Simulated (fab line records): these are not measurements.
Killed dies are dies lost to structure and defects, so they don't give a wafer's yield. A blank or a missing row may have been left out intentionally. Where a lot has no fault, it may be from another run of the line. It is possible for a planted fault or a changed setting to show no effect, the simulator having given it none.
Which of the tools did it? -- flow rit cmos -- 14 lots with 42 wafers sampled at 2 steps, on a route of 202 steps

== WHAT THE GAUGES SHOWED, per wafer ==
Not one reading of a measure or inspect step in the record can be checked against a usual standard deviation.

== WHICH TOOL RAN EACH LOT (tool, then ch and the chambers of the sampled wafers, then the start) ==
lot,RIT_NRETRO_IMPLANT_08,RIT_M1_PROBE_99
L710,"implanter-02 ch 0, day 2 06:44",-
L714,"implanter-03 ch 0, day 3 05:41",-
L715,"implanter-02 ch 0, day 3 09:01",-
L717,"implanter-02 ch 0, day 3 19:11","prober-02, day 5 01:04"
L718,"implanter-03 ch 0, day 3 21:42",-
L719,"implanter-04 ch 0, day 4 05:57",-
L726,"implanter-03 ch 0, day 5 23:16","prober-02, day 7 13:25"
L727,"implanter-03 ch 0, day 6 02:39","prober-01, day 7 11:08"
L728,"implanter-04 ch 0, day 6 07:43",-
L730,"implanter-02 ch 0, day 6 15:52","prober-01, day 8 06:36"
L729,"implanter-04 ch 0, day 6 16:35","prober-02, day 8 05:03"
L731,"implanter-02 ch 0, day 7 00:10",-
L733,"implanter-02 ch 0, day 7 10:04",-
L732,"implanter-04 ch 0, day 7 10:17","prober-02, day 9 00:30"
- RIT_NRETRO_IMPLANT_08
- RIT_M1_PROBE_99

== WHAT THE TOOLS THEMSELVES READ (means of the sampled wafers that have a number; where no wafer has one, the mark that the record gives instead) ==
RIT_NRETRO_IMPLANT_08.
lot,tool,beam energy keV
L710,implanter-02,70.019
L714,implanter-03,70.013
L715,implanter-02,69.991
L717,implanter-02,70.014
L718,implanter-03,70.001
L719,implanter-04,69.981
L726,implanter-03,70.919
L727,implanter-03,70.923
L728,implanter-04,69.987
L730,implanter-02,69.971
L729,implanter-04,70.022
L731,implanter-02,70.001
L733,implanter-02,70.010
L732,implanter-04,70.012

RIT_M1_PROBE_99.
lot,tool,killed_at_M0_to_M3,killed at contacts,killed at front end,killed dies,killed on rim,killed open,killed short
L717,prober-02,0.0,0.0,7,7,1.7,4.0,3.0
L726,prober-02,0.0,0.3,6,6,1.3,2.3,3.7
L727,prober-01,0.0,0.0,9,9,3.0,4.0,5.0
L730,prober-01,0.0,0.0,12,12,3.3,5.7,6.7
L729,prober-02,0.0,0.0,8,8,1.7,4.3,3.3
L732,prober-02,0.0,0.0,7,7,1.0,4.7,2.0

== THE ANSWER, worked out from the rows above alone ==
Rule: what is usual is taken from the lots themselves. Put in order of their means at a reading, lots are off if they are a third of the lots or fewer, leave a main group of 4 or more, and stand apart from it by a gap of 3 or more times the standard deviation of the main group's means; of several such gaps the widest counts. A main group is skipped when, at the precision printed for the reading in the tables above, its means are all equal. A lot without any number at a reading at which 4 lots or more have one is off too. All remaining lots with rows at the step are treated as sound. First the gauges in route order, then the tools' own readings, where a lot's mean is used as printed above. At the first step where some lot is off, the reading lying furthest off is the one used; lots without a number count as furthest.
Off at RIT_NRETRO_IMPLANT_08 (beam energy keV): L726, L727. Mean 70.002 and standard deviation 0.015 in the main group.
A tool fits if, at that step or a process step before it, it ran every lot that is off, and no sound lot after the first of them. One fits: RIT_NRETRO_IMPLANT_08 on implanter-03. A fault onset in the window from L718 (day 3 21:42, its last sound lot) to L726 (day 5 23:16, its first lot off) fits.
The tool's own readings at RIT_NRETRO_IMPLANT_08 bear it out: on the lots that are off they differ by more than 5 times the standard deviation of the sound lots' means. beam energy keV reads 70.921 there against 70.002 on the sound lots.

== WHAT HAD BEEN PUT IN BY THE SIMULATOR ==
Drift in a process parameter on implanter-03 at RIT_NRETRO_IMPLANT_08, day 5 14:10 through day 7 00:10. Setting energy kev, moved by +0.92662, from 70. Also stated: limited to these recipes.
Shown lots that were struck: L726, L727. The rule above reached the same finding.
